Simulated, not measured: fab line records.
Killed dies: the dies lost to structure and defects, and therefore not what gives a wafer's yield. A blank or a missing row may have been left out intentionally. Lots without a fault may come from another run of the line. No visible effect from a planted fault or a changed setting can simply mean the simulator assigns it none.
Which of the tools did it?    flow berkeley cmos170    14 lots, 42 wafers sampled, at 6 steps of a route of 331

== WHAT EACH GAUGE READ, for each wafer ==
UCB170_M1_RS_MEAS_01: a four-point-probe measurement. Usual: M1_AL_RS typically reads 0.0482 ohm/sq, with standard deviation 0.00057.
lot   measured      on             M1_AL_RS (ohm/sq)     flag
L909  day 7 12:32   film metro-03  0.0484 0.0485 0.0481  
L910  day 7 14:30   film metro-01  0.0481 0.0483 0.0480  
L912  day 8 11:19   film metro-04  0.0476 0.0479 0.0471  
L911  day 8 11:32   film metro-03  0.0487 0.0484 0.0484  
L913  day 8 18:34   film metro-04  0.0478 0.0479 0.0475  
L914  day 8 19:01   film metro-03  0.0487 0.0480 0.0485  
L917  day 9 14:41   film metro-01  0.0484 0.0486 0.0475  
L915  day 9 15:55   film metro-01  0.0480 0.0474 0.0479  
L921  day 9 22:34   film metro-01  0.0480 0.0489 0.0487  
L926  day 11 05:02  film metro-04  0.0481 0.0477 0.0475  
L924  day 11 05:35  film metro-01  0.0490 0.0486 0.0484  
L928  day 12 00:47  film metro-03  0.0482 0.0488 0.0492  
L931  day 12 06:41  film metro-04  0.0485 0.0480 0.0484  
L932  day 12 10:44  film metro-03  0.0484 0.0481 0.0483  

UCB170_M3_RS_MEAS_02: a four-point-probe measurement. Usual: M3_AL_RS typically reads 0.0320 ohm/sq, with standard deviation 0.00041.
lot   measured      on             M3_AL_RS (ohm/sq)     flag
L909  day 8 01:07   film metro-04  0.0324 0.0325 0.0328  
L910  day 8 04:31   film metro-03  0.0316 0.0315 0.0319  
L912  day 9 01:07   film metro-03  0.0317 0.0319 0.0318  
L911  day 9 01:20   film metro-01  0.0322 0.0324 0.0320  
L913  day 9 07:34   film metro-01  0.0322 0.0323 0.0317  
L914  day 9 09:49   film metro-04  0.0318 0.0318 0.0313  
L917  day 10 06:32  film metro-01  0.0312 0.0315 0.0319  
L915  day 10 06:48  film metro-04  0.0421 0.0422 0.0423  OFF
L921  day 10 17:55  film metro-04  0.0427 0.0427 0.0432  OFF
L926  day 11 19:08  film metro-01  0.0321 0.0319 0.0319  
L924  day 11 19:47  film metro-01  0.0315 0.0317 0.0313  
L928  day 12 12:08  film metro-03  0.0318 0.0314 0.0318  
L931  day 12 19:32  film metro-04  0.0321 0.0320 0.0320  
L932  day 12 23:54  film metro-03  0.0330 0.0331 0.0328  

UCB170_M3_THK_MEAS_03: measures by xrf. Usual: M3_AL_THK typically reads 903 nm, with standard deviation 12.
lot   measured      on             M3_AL_THK (nm)  flag
L909  day 8 01:14   film metro-04  890 893 889     
L910  day 8 04:38   film metro-03  920 919 909     
L912  day 9 01:13   film metro-03  912 904 908     
L911  day 9 01:26   film metro-01  888 883 900     
L913  day 9 07:40   film metro-01  892 889 909     
L914  day 9 09:56   film metro-04  905 909 924     
L917  day 10 06:37  film metro-01  925 920 905     
L915  day 10 06:55  film metro-04  684 688 683     OFF
L921  day 10 18:00  film metro-04  679 676 680     OFF
L926  day 11 19:15  film metro-01  901 905 907     
L924  day 11 19:54  film metro-01  909 908 917     
L928  day 12 12:14  film metro-03  909 919 903     
L931  day 12 19:40  film metro-04  900 905 906     
L932  day 12 23:59  film metro-03  876 876 879     

== WHAT TOOL EACH LOT RAN ON (gives the tool, then ch and the chambers of the sampled wafers, and finally the start) ==
lot   UCB170_M2_SPUTTER_01          UCB170_V2_CVD_00                 UCB170_M3_SPUTTER_01
L909  pvd sputter-03, day 7 18:34   pecvd-02 ch 0,1,2, day 7 21:47   pvd sputter-03, day 8 01:02
L910  pvd sputter-02, day 7 22:26   pecvd-03 ch 0,1,2, day 8 01:45   pvd sputter-01, day 8 04:25
L912  pvd sputter-01, day 8 18:15   pecvd-02 ch 1,2, day 8 22:19     pvd sputter-04, day 9 00:59
L911  pvd sputter-03, day 8 18:32   pecvd-03 ch 1,2, day 8 22:38     pvd sputter-03, day 9 01:14
L913  pvd sputter-01, day 9 00:49   pecvd-02 ch 0,1,2, day 9 04:47   pvd sputter-01, day 9 07:26
L914  pvd sputter-02, day 9 03:38   pecvd-01 ch 0,1, day 9 06:53     pvd sputter-01, day 9 09:44
L917  pvd sputter-01, day 10 00:46  pecvd-03 ch 0,1,2, day 10 03:50  pvd sputter-03, day 10 06:23
L915  pvd sputter-02, day 10 00:52  pecvd-01 ch 1,2, day 10 04:04    pvd sputter-01, day 10 06:43
L921  pvd sputter-01, day 10 10:22  pecvd-01 ch 0,1,2, day 10 13:36  pvd sputter-01, day 10 17:46
L926  pvd sputter-01, day 11 12:41  pecvd-01 ch 0,1, day 11 16:25    pvd sputter-04, day 11 19:02
L924  pvd sputter-03, day 11 13:08  pecvd-03 ch 0,2, day 11 16:55    pvd sputter-03, day 11 19:41
L928  pvd sputter-03, day 12 06:48  pecvd-01 ch 0,1,2, day 12 09:32  pvd sputter-03, day 12 12:01
L931  pvd sputter-02, day 12 13:16  pecvd-03 ch 0,1, day 12 16:15    pvd sputter-04, day 12 19:27
L932  pvd sputter-03, day 12 18:31  pecvd-03 ch 0,1,2, day 12 21:30  pvd sputter-04, day 12 23:46
- UCB170_M2_SPUTTER_01: material Al, target thk 900 nm, time 120 s.
- UCB170_V2_CVD_00: deposits SiO2 from TEOS/O2, target thk 2000 nm, time 250 s.
- UCB170_M3_SPUTTER_01: material Al, target thk 900 nm, time 120 s.

== AS READ BY THE TOOLS THEMSELVES (means over the sampled wafers that have a number; for cases with no such wafer, the mark the record gives instead) ==
UCB170_M2_SPUTTER_01. Usual: throttle valve pct at 30.4 %, with a standard deviation of 1.3.
lot   tool            throttle valve pct (%)  flag
L909  pvd sputter-03  30.4                    
L910  pvd sputter-02  29.8                    
L912  pvd sputter-01  30.1                    
L911  pvd sputter-03  30.0                    
L913  pvd sputter-01  31.2                    
L914  pvd sputter-02  30.1                    
L917  pvd sputter-01  30.5                    
L915  pvd sputter-02  30.0                    
L921  pvd sputter-01  30.0                    
L926  pvd sputter-01  30.5                    
L924  pvd sputter-03  30.4                    
L928  pvd sputter-03  31.0                    
L931  pvd sputter-02  30.4                    
L932  pvd sputter-03  30.3                    

UCB170_V2_CVD_00. Usual: heater power w 265 W, standard deviation 61; susceptor temp C 390.00 C, standard deviation 0.24.
lot   tool      heater power w (W)  susceptor temp C (C)  flag
L909  pecvd-02  270                 390.01                
L910  pecvd-03  278                 390.22                
L912  pecvd-02  301                 390.04                
L911  pecvd-03  309                 389.93                
L913  pecvd-02  279                 389.93                
L914  pecvd-01  318                 390.13                
L917  pecvd-03  230                 390.03                
L915  pecvd-01  207                 389.89                
L921  pecvd-01  213                 389.97                
L926  pecvd-01  274                 390.22                
L924  pecvd-03  293                 389.81                
L928  pecvd-01  238                 389.80                
L931  pecvd-03  235                 390.07                
L932  pecvd-03  230                 390.06                

UCB170_M3_SPUTTER_01. Usual: throttle valve pct at 30.6 %, with a standard deviation of 1.2.
lot   tool            throttle valve pct (%)  flag
L909  pvd sputter-03  30.5                    
L910  pvd sputter-01  30.5                    
L912  pvd sputter-04  30.8                    
L911  pvd sputter-03  30.3                    
L913  pvd sputter-01  31.2                    
L914  pvd sputter-01  29.9                    
L917  pvd sputter-03  31.1                    
L915  pvd sputter-01  30.7                    
L921  pvd sputter-01  30.4                    
L926  pvd sputter-04  30.6                    
L924  pvd sputter-03  30.4                    
L928  pvd sputter-03  30.0                    
L931  pvd sputter-04  30.6                    
L932  pvd sputter-04  30.9                    

== THE ANSWER, worked out from the rows above alone ==
Rule: take the mean of a lot's wafers that have a number; if it is more than 3 standard deviations from the usual mean, the lot is off. A lot without any number at a reading at which 4 lots or more have one is off too. All remaining lots with rows at the step are treated as sound. After the gauges, taken in route order, come the tools' own readings; for these a lot's mean is taken, as printed above. The first step at which some lot is off is used, and at that step the reading that is off furthest; a lot without a number counts as furthest.
Off: L915, L921, at UCB170_M3_RS_MEAS_02 (M3_AL_RS).
A tool fits if, at a process step before that reading, it ran every lot that is off, and no sound lot after the first of them. The gauges at UCB170_M3_RS_MEAS_02 are tried like those tools. One fits: pvd sputter-01 at UCB170_M3_SPUTTER_01. A fault onset in the window from L914 (day 9 09:44, its last sound lot) to L915 (day 10 06:43, its first lot off) fits.

== WHAT THE SIMULATOR PUT IN ==
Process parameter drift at UCB170_M3_SPUTTER_01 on pvd sputter-01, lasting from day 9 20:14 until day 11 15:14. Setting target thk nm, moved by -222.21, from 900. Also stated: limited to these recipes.
Lots struck among those shown: L915, L921. The rule given above showed the same thing.
